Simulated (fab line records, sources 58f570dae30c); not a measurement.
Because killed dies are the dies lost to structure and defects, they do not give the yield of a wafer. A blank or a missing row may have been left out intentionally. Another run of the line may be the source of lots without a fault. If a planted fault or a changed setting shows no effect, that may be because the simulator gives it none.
Matching of chambers ; flow berkeley_cmos170 ; rie_si-02 running UCB170_GATE_ETCH_15: 4 sister chambers
The step etches poly-Si in HBr/Cl2, stops on SiO2, time 56.3 s, target depth 278.2 nm. 8 wafers are shown with their chamber, then 7 later ones without.

## WAFERS, EACH WITH ITS CHAMBER
wafer;chamber;throttle_valve_pct (%);oes_product_au (a.u.)
L202.4;0;26.64;0.855
L205.5;3;26.32;0.840
L205.6;2;26.35;0.839
L207.1;0;26.62;0.848
L207.2;1;26.74;0.851
L207.5;1;26.72;0.844
L216.2;2;26.36;0.830
L216.4;3;26.31;0.830

## WAFERS WITH NO CHAMBER GIVEN
wafer;throttle_valve_pct (%);oes_product_au (a.u.)
L216.6;26.72;0.851
L219.3;26.64;0.853
L219.5;26.33;0.832
L219.6;26.65;0.834
L223.1;26.70;0.861
L223.2;26.30;0.831
L223.6;26.70;0.855

## WHICH CHAMBER EACH WENT THROUGH
wafer;from the rows above;in truth
L216.6;1;1
L219.3;0;0
L219.5;can't be placed: 3 or 2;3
L219.6;0;0
L223.1;1;1
L223.2;3;3
L223.6;1;1
Correctly placed: 6 of 7. Cannot be placed on the basis of these rows: 1; the candidates contain the true chamber in 1. Number placed wrongly: 0.
How it was worked out, from the rows above alone: a wafer's distance from a chamber is the root of the sum, over the readings, of the square of ((its reading less the chamber's mean) divided by the reading's scatter). The wafer belongs to the nearest chamber; if the next one is less than 2 further off, it can't be placed. A chamber's mean is the mean of its shown wafers. The scatter is the square root of a quotient: the sum, over the shown wafers, of each reading's squared deviation from its chamber's mean, divided by wafers minus chambers.
